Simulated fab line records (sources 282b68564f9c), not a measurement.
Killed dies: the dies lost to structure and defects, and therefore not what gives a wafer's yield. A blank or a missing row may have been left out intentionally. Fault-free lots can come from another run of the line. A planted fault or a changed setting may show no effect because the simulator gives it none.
8D (eight disciplines) problem report, filled in by code    flow rit-cmos    the parts of the form that need people (team, actions taken, sign-off) are left out

## 1. THE ISSUE
Across 6 wafers from 2 lots, SILICIDE_TI_RS at RIT_SILICIDE_RS_MEAS_02 averages 228.3 ohm/sq, while fault-free wafers read 47.2 ohm/sq with a standard deviation of 0.74. So: +99 or more standard deviations from the usual mean.
The step: measures by four-point-probe.
First observed at day 6 03:19: wafer L609.2, on film-metro-02. The record has a number at this step for 42 wafers belonging to 14 lots. Rule for "out" (also "out of limits"): further than 4 standard deviations from the usual mean. The rest of the wafers with a number are treated as sound.

## 2. WHAT IT IS AND WHAT IT IS NOT
question                     is                            is not
which readings at this step  SILICIDE_TI_RS                -
which lots                   L609, L611                    L595, L596, L597, L598, L599, L602, L603, L604, L606, L607, L608, L618
which wafers of those lots   all that have a number        -
read on which gauges         film-metro-02, film-metro-04  film-metro-01
when                         from day 6 03:19              up to then (33 sound wafers); but 3 sound wafers of L618 came after

## 3. WHAT RULES OUT EACH SUSPECT
Counting: a tool at a process step up to the reading stays a suspect if it ran every lot that is out and no sound lot after the first of them.
- the gauge at RIT_SILICIDE_RS_MEAS_02 is ruled out. The wafers that are out were read on 2 gauges (film-metro-02, film-metro-04).
- pvd-sputter-01 at RIT_SILICIDE_SPUTTER_01 (material Ti, target thk 30 nm, time 240 s): kept. Every lot that is out went through it, starting with L609 (day 6 03:08), and after that it ran no sound lot; the last sound lot it ran before then is L607 (day 5 18:29).
Left after counting: pvd-sputter-01 at RIT_SILICIDE_SPUTTER_01.

## 4. THE CAUSE (what the simulator had put in)
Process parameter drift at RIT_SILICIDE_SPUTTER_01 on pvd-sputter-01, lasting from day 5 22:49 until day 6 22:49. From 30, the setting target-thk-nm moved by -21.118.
Only this tool survived the counting.

## 5. THE EFFECT CHAIN, in route order
One row per reading whose mean, taken over the struck wafers that have a number, lies over 3 standard deviations from the usual. Only readings whose record carries a usual standard deviation are examined. hours: median over the lots of the time between each lot's start at the first step of this table that gives one and its start at this step. sigmas: the change, counted in usual standard deviations.
hours  step                      reading          usual        on struck wafers  change  sigmas
0      RIT_SILICIDE_RS_MEAS_02   SILICIDE_TI_RS   47.2 ohm/sq  228.3             +181.1  +99 or more
0      RIT_SILICIDE_THK_MEAS_03  SILICIDE_TI_THK  30.3 nm      9.1               -21.2   -53

## 6. WHAT WOULD HAVE CAUGHT IT SOONER
4 hours passed between the start of the fault at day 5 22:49 and the first reading out of limits at a measuring or inspecting step in this record, taken at day 6 03:19.
An alarm limit of 4 standard deviations would not have fired on the tool readings at RIT_SILICIDE_SPUTTER_01 for which the record gives a usual standard deviation, since none of them was out on any struck wafer.
Lots out: 2; of these, L611 started RIT_SILICIDE_SPUTTER_01 on pvd-sputter-01 after day 6 03:19. Putting the tool on hold at that point would have spared it.
